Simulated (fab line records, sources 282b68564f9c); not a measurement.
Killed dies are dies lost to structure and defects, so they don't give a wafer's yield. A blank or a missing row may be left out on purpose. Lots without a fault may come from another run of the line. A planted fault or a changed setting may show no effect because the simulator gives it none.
Which tool did it? | flow rit_cmos | 14 lots, 42 wafers sampled, at 4 steps of a route of 202

WHAT THE GAUGES READ, wafer by wafer
RIT_REOX_THK_MEAS_04. Usual: REOX_OXIDE_THK 25.2 nm, standard deviation 0.71.
lot  | measured    | on            | REOX_OXIDE_THK (nm) | flag
L814 | day 2 23:56 | film_metro-03 | 26.0 25.7 25.9      |
L815 | day 3 07:51 | film_metro-03 | 25.7 25.6 25.6      |
L817 | day 3 21:47 | film_metro-04 | 26.3 25.7 26.1      |
L818 | day 3 23:22 | film_metro-04 | 24.5 24.4 24.7      |
L819 | day 4 00:56 | film_metro-03 | 24.9 25.0 25.2      |
L821 | day 4 08:53 | film_metro-01 | 23.7 23.6 23.5      |
L822 | day 4 15:07 | film_metro-04 | 25.6 26.1 26.1      |
L823 | day 4 22:29 | film_metro-04 | 25.7 24.9 25.5      |
L826 | day 5 09:17 | film_metro-04 | 24.3 24.1 24.1      |
L829 | day 6 01:24 | film_metro-01 | 25.3 25.3 25.1      |
L831 | day 6 11:04 | film_metro-01 | 24.8 25.0 25.2      |
L832 | day 6 15:53 | film_metro-01 | 25.2 25.4 25.2      |
L833 | day 6 21:22 | film_metro-01 | 25.8 25.7 25.7      |
L835 | day 7 07:51 | film_metro-01 | 26.6 26.9 26.4      |

RIT_PLDD_TW_MEAS_10. Usual: PLDD_TW 2331, standard deviation 14.
lot  | measured    | on            | PLDD_TW        | flag
L814 | day 3 02:58 | film_metro-01 | 2315 2325 2330 |
L815 | day 3 11:01 | film_metro-04 | 2339 2339 2348 |
L817 | day 4 00:43 | film_metro-02 | 2316 2320 2324 |
L818 | day 4 02:49 | film_metro-01 | 2335 2324 2325 |
L819 | day 4 03:55 | film_metro-02 | 2317 2310 2317 |
L821 | day 4 11:59 | film_metro-02 | 2319 2319 2314 |
L822 | day 4 18:23 | film_metro-04 | 2308 2330 2313 |
L823 | day 5 01:28 | film_metro-02 | 2316 2329 2329 |
L826 | day 5 12:08 | film_metro-01 | 2328 2338 2334 |
L829 | day 6 04:30 | film_metro-04 | 2346 2350 2358 |
L831 | day 6 14:16 | film_metro-04 | 2347 2356 2354 |
L832 | day 6 19:00 | film_metro-02 | 2314 2318 2315 |
L833 | day 7 00:20 | film_metro-04 | 2337 2347 2346 |
L835 | day 7 10:56 | film_metro-04 | 2339 2354 2345 |

RIT_SDANNEAL_RS_MEAS_04: measures by four-point-probe. Usual: PSD_RS 115.42 ohm/sq, standard deviation 0.27.
lot  | measured    | on            | PSD_RS (ohm/sq)      | flag
L814 | day 3 08:50 | film_metro-01 | 115.17 115.82 115.27 |
L815 | day 3 17:25 | film_metro-01 | 115.42 115.21 115.23 |
L817 | day 4 06:47 | film_metro-01 | 115.42 115.31 115.59 |
L818 | day 4 08:47 | film_metro-04 | 115.31 115.68 115.32 |
L819 | day 4 09:50 | film_metro-02 | 115.60 115.38 115.39 |
L821 | day 4 18:07 | film_metro-02 | 115.22 115.09 115.42 |
L822 | day 5 00:22 | film_metro-04 | 115.53 115.27 115.66 |
L823 | day 5 07:44 | film_metro-02 | 115.41 115.17 115.33 |
L826 | day 5 18:09 | film_metro-01 | 115.17 115.46 115.32 |
L829 | day 6 10:27 | film_metro-04 | 115.87 115.52 115.65 |
L831 | day 6 20:19 | film_metro-01 | 115.43 115.13 115.42 |
L832 | day 7 01:00 | film_metro-01 | 115.45 115.40 115.73 |
L833 | day 7 06:37 | film_metro-04 | 114.92 114.94 115.10 |
L835 | day 7 17:19 | film_metro-01 | 115.44 115.53 115.29 |

WHICH TOOL RAN EACH LOT (tool, then ch and the chambers of the sampled wafers, then the start)
lot  | RIT_NWELL_SOFTBAKE_02
L814 | litho_track-04 ch 0, day 2 00:34
L815 | litho_track-01 ch 0, day 2 08:53
L817 | litho_track-04 ch 0, day 2 22:25
L818 | litho_track-01 ch 0, day 2 22:38
L819 | litho_track-04 ch 0, day 3 04:02
L821 | litho_track-03 ch 0, day 3 12:09
L822 | litho_track-04 ch 0, day 3 18:30
L823 | litho_track-03 ch 0, day 3 23:43
L826 | litho_track-03 ch 0, day 4 13:10
L829 | litho_track-01 ch 0, day 5 05:09
L831 | litho_track-03 ch 0, day 5 13:52
L832 | litho_track-01 ch 0, day 5 20:03
L833 | litho_track-01 ch 0, day 5 23:47
L835 | litho_track-01 ch 0, day 6 09:40
- RIT_NWELL_SOFTBAKE_02: time 60 s.

WHAT THE TOOLS THEMSELVES READ (means of the sampled wafers that have a number; where no wafer has one, the mark that the record gives instead)
RIT_NWELL_SOFTBAKE_02. Usual: heater_power_total_W 34.57 W, standard deviation 0.047; plate_temp_C 89.99 C, standard deviation 0.13.
lot  | tool           | heater_power_total_W (W) | plate_temp_C (C) | flag
L814 | litho_track-04 | 34.57                    | 90.16            |
L815 | litho_track-01 | 34.57                    | 89.79            |
L817 | litho_track-04 | 34.54                    | 90.08            |
L818 | litho_track-01 | 34.55                    | 90.21            |
L819 | litho_track-04 | 34.56                    | 89.94            |
L821 | litho_track-03 | 34.56                    | 89.83            |
L822 | litho_track-04 | 34.58                    | 90.06            |
L823 | litho_track-03 | 34.57                    | 90.03            |
L826 | litho_track-03 | 28.59                    | 78.83            | OFF
L829 | litho_track-01 | 34.55                    | 89.83            |
L831 | litho_track-03 | 28.53                    | 78.75            | OFF
L832 | litho_track-01 | 34.60                    | 89.91            |
L833 | litho_track-01 | 34.61                    | 90.09            |
L835 | litho_track-01 | 34.62                    | 89.91            |

THE ANSWER, worked out from the rows above alone
Rule: a lot is off if the mean of its wafers that have a number lies more than 3 standard deviations from the usual mean. A lot without any number at a reading at which 4 lots or more have one is off too. The other lots that the step has rows for count as sound. The gauges are gone through in route order, then the tools' own readings, and for those a lot's mean is taken as printed above. The first step at which some lot is off is used, and at that step the reading that is off furthest; a lot without a number counts as furthest.
Off: L826, L831, at RIT_NWELL_SOFTBAKE_02 (heater_power_total_W).
A tool fits if, at that step or a process step before it, it ran every lot that is off, and no sound lot after the first of them. One fits: litho_track-03 at RIT_NWELL_SOFTBAKE_02. Its last sound lot is L823 (day 3 23:43), its first lot that is off L826 (day 4 13:10): a fault that began between those two fits.
The tool's own readings at RIT_NWELL_SOFTBAKE_02 bear it out: on the lots that are off they differ by more than 5 times the standard deviation of the sound lots' means. heater_power_total_W reads 28.56 W there against 34.57 W on the sound lots; plate_temp_C reads 78.79 C there against 89.99 C on the sound lots.

WHAT THE SIMULATOR HAD PUT IN
Process parameter drift: litho_track-03, from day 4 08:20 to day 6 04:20, at RIT_NWELL_SOFTBAKE_02. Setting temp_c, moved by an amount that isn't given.
Lots struck among those shown: L826, L831. The rule above found the same.
